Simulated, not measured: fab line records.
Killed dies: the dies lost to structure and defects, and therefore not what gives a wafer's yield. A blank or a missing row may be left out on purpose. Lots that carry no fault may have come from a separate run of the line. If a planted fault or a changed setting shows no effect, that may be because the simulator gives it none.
Problem report, 8D (eight disciplines) form, completed by code    flow rit-cmos    the parts of the form that need people (team, actions taken, sign-off) are left out

## 1. THE ISSUE
Mean REOX_OXIDE_THK at RIT_REOX_THK_MEAS_04: 32.6 nm over 6 wafers in 2 lots; fault-free wafers: 25.2 nm, standard deviation 0.43. Measured from the usual mean, that is +17 standard deviations.
Earliest sighting: wafer L220.2 on film-metro-02 at day 4 14:03. Wafers with a number at this step in the record: 36, from 12 lots. The rule behind "out" and "out of limits": a value lying over 4 standard deviations away from the usual mean. Any other wafer with a number is counted as sound.

## 2. WHAT IT IS, AND WHAT IT ISN'T
question                     is                            is not
which readings at this step  REOX_OXIDE_THK                -
which lots                   L220, L221                    L212, L217, L223, L225, L228, L229, L230, L232, L234, L235
which wafers of those lots   all that have a number        -
read on which gauges         film-metro-02, film-metro-04  film-metro-01
when                         from day 4 14:03              up to then (6 sound wafers); but 24 sound wafers of L223, L225, L228, L229, L230, L232, L234, L235 came after

## 3. SUSPECTS, AND WHAT RULES EACH OUT
Counting: any tool at a process step up to the reading is kept as a suspect provided that every lot that is out went through it and no sound lot did after the first of them.
- the gauge at RIT_REOX_THK_MEAS_04 has been ruled out. 2 gauges (film-metro-02, film-metro-04) read the wafers that are out.
- furnace-04 at RIT_REOX_OXIDATION_03 (target thk 25.2 nm, ox time 5580 s): ruled out as a lasting fault. Following L220 (day 4 11:29), the first lot on it that is out, the sound lots L234, L235 were run on it.
Left after counting: nothing in the record.

## 4. THE CAUSE (what the simulator had put in)
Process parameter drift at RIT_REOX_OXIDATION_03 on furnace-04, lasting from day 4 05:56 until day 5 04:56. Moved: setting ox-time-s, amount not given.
The count ruled it out by mistake, since the rule takes a fault to strike every lot its tool runs from the start of the fault on, and this one did not do so.

## 5. THE EFFECT CHAIN, in route order
Rows list readings where the struck wafers' mean (over those with a number) sits beyond 3 standard deviations from the usual. Only readings for which the record gives a usual standard deviation are gone through. hours: the time from each lot's start at the first step in this table that gives one to its start at this step, as a median over the lots. sigmas: the change in usual standard deviations.
hours  step                  reading         usual    on struck wafers  change  sigmas
0      RIT_REOX_THK_MEAS_04  REOX_OXIDE_THK  25.2 nm  32.6              +7.4    +17

## 6. WHAT WOULD HAVE CAUGHT IT SOONER
The first out-of-limits reading at a measuring or inspecting step in this record came at day 4 14:03, 8 hours after the fault's start at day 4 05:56.
No tool reading at RIT_REOX_OXIDATION_03 that has a usual standard deviation in the record was out on any struck wafer, so an alarm limit of 4 standard deviations on those readings would not have fired.
